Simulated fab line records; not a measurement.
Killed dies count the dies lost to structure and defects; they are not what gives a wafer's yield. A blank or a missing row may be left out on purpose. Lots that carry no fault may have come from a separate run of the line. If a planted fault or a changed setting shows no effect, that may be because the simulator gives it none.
Struck lot and sound lot, side by side / flow rit cmos / 21 out of 202 route steps
Sound: wafers L709.2, L709.4, L709.6. Wafers struck: L713.3, L713.4, L713.6. Last of all comes the cause.
For every step that has rows: the tool of each side, followed by ch and its chambers, followed by its first start. Under that, the readings that differ: sound wafers / struck wafers / difference of the means / sigmas: that difference in standard deviations of wafers without a fault.
alike: same words and numbers on both sides, and readings whose means sit less than 2 such deviations apart. not compared: any withheld reading, any reading some wafer has no value for, any bound like >300 that may hide the same value, and any number with overlapping values for which the record gives no deviation.
Wherever a step has rows on one side only, a row that says differs or no value, or a row with sigmas, the two part there. Non-overlapping numbers with no deviation appear without sigmas and do not part them. A reading that every wafer of one side lacks parts them only if that side has two wafers or more.

first, 2 steps without rows for these wafers: RIT_NSD_HARDBAKE_07 (time 60 s); RIT_NSD_IMPLANT_08.
RIT_NSD_STRIP_09: strips in O2, time 180 s.
  sound on plasma asher-02 ch 0, day 3 16:41; struck on plasma asher-02 ch 0,1, day 4 13:04
  alike: chamber pressure mTorr, drypump motor current A
  not compared: rf hours counter h
RIT_NSD_TW_MEAS_10:
  sound on film metro-04 at day 3 16:52; struck on film metro-01 at day 4 13:12
reading=NSD_TW; sound=3163 3154 3160; struck=3109 3099 3108; difference=-54; sigmas=-2
then, 6 steps without rows for these wafers: RIT_PSD_HMDS_00 (prime time 60 s); RIT_PSD_COAT_01 (resist thk 1000 nm); RIT_PSD_SOFTBAKE_02 (time 60 s); RIT_PSD_EXPOSE_03 (exposes mask M10, target cd 40900 nm); RIT_PSD_PEB_04; RIT_PSD_DEVELOP_05 (develop time 50 s).
RIT_PSD_OVL_MEAS_06:
  sound on overlay-01 at day 3 17:50; struck on overlay-01 at day 4 14:14
  alike: PSD_OVL
then, 1 step without rows for these wafers: RIT_PSD_HARDBAKE_07 (time 60 s).
RIT_PSD_IMPLANT_08:
  sound on implanter-02 ch 0, day 3 18:03; struck on implanter-01 ch 0, day 4 14:28
reading=implant ion amu; sound=49 49 49; struck=75 75 75; difference=+26; sigmas=
reading=model.implant.drp nm (nm); sound=12.05 12.05 12.05; struck=8.906 8.906 8.906; difference=-3.144; sigmas=
reading=model.implant.rp nm (nm); sound=21.57 21.57 21.57; struck=19.5 19.5 19.5; difference=-2.1; sigmas=
RIT_PSD_STRIP_09: strips in O2, time 180 s.
  sound on plasma asher-03 ch 0,1, day 3 18:10; struck on plasma asher-02 ch 0,1, day 4 14:37
  alike: chamber pressure mTorr, drypump motor current A
  not compared: rf hours counter h
RIT_PSD_TW_MEAS_10:
  sound on film metro-03 at day 3 18:22; struck on film metro-01 at day 4 14:45
  alike: PSD_TW
then, 3 steps without rows for these wafers: RIT_SDANNEAL_CLEAN_00 (cleans in SC1, time 600 s); RIT_SDANNEAL_CLEAN_01 (cleans in dHF, time 30 s); RIT_SDANNEAL_CLEAN_02 (cleans in SC2, time 600 s).
RIT_SDANNEAL_RTA_03: time 5 s.
  sound on rtp anneal-01 ch 0, day 3 18:48; struck on rtp anneal-01 ch 0, day 4 15:11
  alike: wafer_temp_C_max
RIT_SDANNEAL_RS_MEAS_04: a four-point-probe measurement.
  sound on film metro-04 at day 3 18:52; struck on film metro-03 at day 4 15:16
reading=PSD_RS (ohm/sq); sound=115.92 115.89 115.96; struck=50.66 50.60 50.59; difference=-65.31; sigmas=-99 or more
RIT_SDANNEAL_RS_MEAS_05: a four-point-probe measurement.
  sound on film metro-04 at day 3 18:59; struck on film metro-03 at day 4 15:23
  alike: NSD_RS

WHERE THEY PART
At RIT_NSD_TW_MEAS_10 first; at RIT_SDANNEAL_RS_MEAS_04 last (within this record only). Later steps at which nothing parts them and some readings are alike: RIT_SDANNEAL_RS_MEAS_05.

WHY: whatever the simulator had introduced
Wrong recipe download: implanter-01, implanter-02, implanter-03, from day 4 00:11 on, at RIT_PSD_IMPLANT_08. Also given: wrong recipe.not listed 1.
